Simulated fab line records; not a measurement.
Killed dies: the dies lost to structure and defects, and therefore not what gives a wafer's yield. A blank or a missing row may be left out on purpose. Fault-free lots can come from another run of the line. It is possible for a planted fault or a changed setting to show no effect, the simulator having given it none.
A lot that was struck, set against a sound lot || flow berkeley_cmos170 || 19 steps out of a route of 331
Sound: these wafers, L503.2, L503.3, L503.6. Struck: wafers L505.3, L505.4, L505.5. The cause is given at the end.
Order at every step that has rows: each side's tool, ch and its chambers, its first start. Under that, the readings that differ: sound wafers || struck wafers || difference of the means || sigmas: that difference in standard deviations of wafers without a fault.
alike: same words and numbers on both sides, and readings whose means sit less than 2 such deviations apart. not compared: any withheld reading, any reading some wafer has no value for, any bound like >300 that may hide the same value, and any number with overlapping values for which the record gives no deviation.
A row with sigmas, a row that says differs or no value, or rows on one side alone: a step with any of these is where the two part. Non-overlapping numbers with no deviation appear without sigmas and do not part them. A reading missing from all wafers of one side parts the sides only when that side holds two or more wafers.

UCB170_ZERO_STRIP_07: strips in O2.
  sound on plasma_asher-04 ch 0,1, day 4 15:50; struck on plasma_asher-03 ch 0,1, day 4 20:26
  alike: drypump_motor_current_A, o2_flow_sccm, oes_product_au, strip_time_to_endpoint_s
  not compared: rf_hours_counter_h
then, 2 steps without rows for these wafers: UCB170_NWELL_WET_ETCH_00 (etches SiO2 in dHF, time 200 s); UCB170_NWELL_OXIDATION_01 (target thk 26.4 nm, ox time 1260 s).
UCB170_NWELL_THK_MEAS_02:
  sound on film_metro-01 at day 4 21:04; struck on film_metro-02 at day 5 01:20
  alike: NWELL_OXIDE_THK
then, 2 steps without rows for these wafers: UCB170_NWELL_ANNEAL_03 (time 900 s); UCB170_NWELL_CVD_04 (deposits Si3N4 from SiH2Cl2/NH3, target thk 224 nm, time 3360 s).
UCB170_NWELL_THK_MEAS_05:
  sound on film_metro-01 at day 5 04:26; struck on film_metro-02 at day 5 06:39
  alike: NWELL_NITRIDE_THK
then, 5 steps without rows for these wafers: UCB170_NWELL_HMDS_06 (prime time 60 s); UCB170_NWELL_COAT_07 (resist thk 900 nm); UCB170_NWELL_SOFTBAKE_08 (time 60 s); UCB170_NWELL_EXPOSE_09 (exposes mask NWELL, target cd 3000 nm); UCB170_NWELL_PEB_10.
UCB170_NWELL_DEVELOP_11: develop time 45 s.
  sound on litho_track-04 ch 0, day 5 05:00; struck on litho_track-01 ch 0, day 5 07:00
  alike: developer_temp_C
UCB170_NWELL_OVL_MEAS_12:
  sound on overlay-02 at day 5 05:26; struck on overlay-02 at day 5 07:55
  alike: NWELL_OVL
UCB170_NWELL_ETCH_13: etches Si3N4 in CH3F/Ar/O2, stops on SiO2, target depth 246.4 nm, time 154 s.
  sound on rie_diel-04 ch 1,3, day 5 05:28; struck on rie_diel-04 ch 0,1, day 5 07:56
  alike: O2_flow_sccm, drypump_motor_current_A, oes_product_au, throttle_valve_pct
  not compared: rf_hours_counter_h
following that, these wafers have no rows for 1 step: UCB170_NWELL_IMPLANT_14.
UCB170_NWELL_STRIP_15: strips in O2.
  sound on plasma_asher-02 ch 0,1, day 5 05:43; struck on plasma_asher-02 ch 0,1, day 5 08:13
  alike: drypump_motor_current_A, o2_flow_sccm, oes_product_au, strip_time_to_endpoint_s
  not compared: rf_hours_counter_h
UCB170_NWELL_TW_MEAS_16:
  sound on film_metro-01 at day 5 05:49; struck on film_metro-03 at day 5 08:19
{"reading": "NWELL_TW", "sound": "1260 1267 1260", "struck": "428 404 420", "difference": -845, "sigmas": "-99 or more"}
then, 1 step without rows for these wafers: UCB170_NWELL_CLEAN_17 (cleans in SPM, time 600 s).

== WHERE THEY PART ==
UCB170_NWELL_TW_MEAS_16 only, going by this record.

WHY: whatever the simulator had introduced
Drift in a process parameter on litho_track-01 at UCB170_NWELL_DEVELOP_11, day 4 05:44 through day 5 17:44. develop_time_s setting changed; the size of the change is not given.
